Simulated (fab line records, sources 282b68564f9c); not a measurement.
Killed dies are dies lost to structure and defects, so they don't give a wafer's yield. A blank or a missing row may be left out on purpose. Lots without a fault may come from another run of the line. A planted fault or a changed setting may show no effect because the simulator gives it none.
Split-lot experiment | flow rit_cmos | 5 lots, 23 wafers read, on a route of 202 steps

THE SPLIT
At RIT_NWELL_IMPLANT_08, the setting energy_kev was moved away from the recipe's 170 on 10 of the 23 wafers read, by -5.9% to +5.7%. The other wafers ran this setting at the recipe's value.

FROM THE SPLIT TO THE READING: what the file shows between them, 1 step
- RIT_NWELL_STRIP_09: strips in O2, time 180 s

THE READING
NWELL_TW, at RIT_NWELL_TW_MEAS_10. Fault-free wafers of this fab line usually give 2154, standard deviation 9.6.

wafer  | tool, chamber at the split | energy_kev as run | against the recipe | NWELL_TW | against lot-mates on the recipe
L074.2 | implanter-01, 0            | 177.2             | +4.2%              | 2182     | +22
L074.3 | implanter-01, 0            | 177.2             | +4.2%              | 2190     | +30
L074.4 | implanter-01, 0            | 177.2             | +4.2%              | 2183     | +22
L074.5 | implanter-01, 0            | 170               | recipe             | 2158     | -
L074.6 | implanter-01, 0            | 170               | recipe             | 2163     | -
L075.2 | implanter-01, 0            | 170               | recipe             | 2151     | -
L075.3 | implanter-01, 0            | 159.9             | -5.9%              | 2130     | -27
L075.4 | implanter-01, 0            | 170               | recipe             | 2163     | -
L075.5 | implanter-01, 0            | 159.9             | -5.9%              | 2123     | -34
L075.6 | implanter-01, 0            | 159.9             | -5.9%              | 2132     | -25
L076.1 | implanter-01, 0            | 172.9             | +1.7%              | 2149     | +0
L076.3 | implanter-01, 0            | 170               | recipe             | 2148     | -
L076.4 | implanter-01, 0            | 170               | recipe             | 2150     | -
L076.5 | implanter-01, 0            | 172.9             | +1.7%              | 2171     | +22
L076.6 | implanter-01, 0            | 170               | recipe             | 2148     | -
L077.1 | implanter-01, 0            | 170               | recipe             | 2138     | -
L077.2 | implanter-01, 0            | 179.7             | +5.7%              | 2166     | +28
L077.3 | implanter-01, 0            | 170               | recipe             | 2138     | -
L077.4 | implanter-01, 0            | 170               | recipe             | 2138     | -
L077.5 | implanter-01, 0            | 179.7             | +5.7%              | 2164     | +26
L082.3 | implanter-03, 0            | 170               | recipe             | 2165     | -
L082.4 | implanter-03, 0            | 170               | recipe             | 2173     | -
L082.5 | implanter-03, 0            | 170               | recipe             | 2173     | -

THE FIT
A straight line over all 23 wafers: NWELL_TW changes by +4.3 for each +1% of energy_kev; r = +0.76; the points scatter about the line by 12.
The same after taking each lot's own level away (the mean of its wafers on the recipe; 23 wafers): +5.04 for each +1%; r = +0.96; scatter 4.9.
On that fit, the largest move of energy_kev shifts the reading by 30.
The lots' own levels span 2138.0 to 2170.3, that is 3.4 times the standard deviation above.
So the lot-to-lot level blurs the effect unless lot-mates are compared.
Check: with one of the wafers moved furthest among these (-5.9%) left out of the fit, the line predicts -29.9 for it against its lot-mates. It came out at -27 against them.

OTHER SPLITS ON THESE WAFERS
These wafers also went through other splits before the reading. Each is held against what the fit with the lots' levels taken away leaves over:
other split on the same wafers   | wafers away from the commonest value | r with NWELL_TW (lot level and that fit taken away)
RIT_ACTIVE_COAT_06 resist_thk_nm | 6                                    | -0.07
RIT_ACTIVE_EXPOSE_08 dose_mj     | 6                                    | +0.37
RIT_NWELL_COAT_01 spin_rpm       | 10                                   | +0.04

THE WHOLE CHAIN: every reading that the file lists as answering this split, in the file's order
step                 | what it does | reading                                                         | change (the file's fit)               | r (the file's)
RIT_NWELL_IMPLANT_08 |              | implant.rp_nm (the simulator's own value, which no gauge read)  | +2.21 nm for each +1% of the setting  | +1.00
RIT_NWELL_IMPLANT_08 |              | implant.drp_nm (the simulator's own value, which no gauge read) | +0.512 nm for each +1% of the setting | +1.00
RIT_NWELL_TW_MEAS_10 |              | NWELL_TW                                                        | +5.07 for each +1% of the setting     | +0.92

THE FILE'S OWN FIT
NWELL_TW changes by +5.07 for each +1% of energy_kev, r = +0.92.
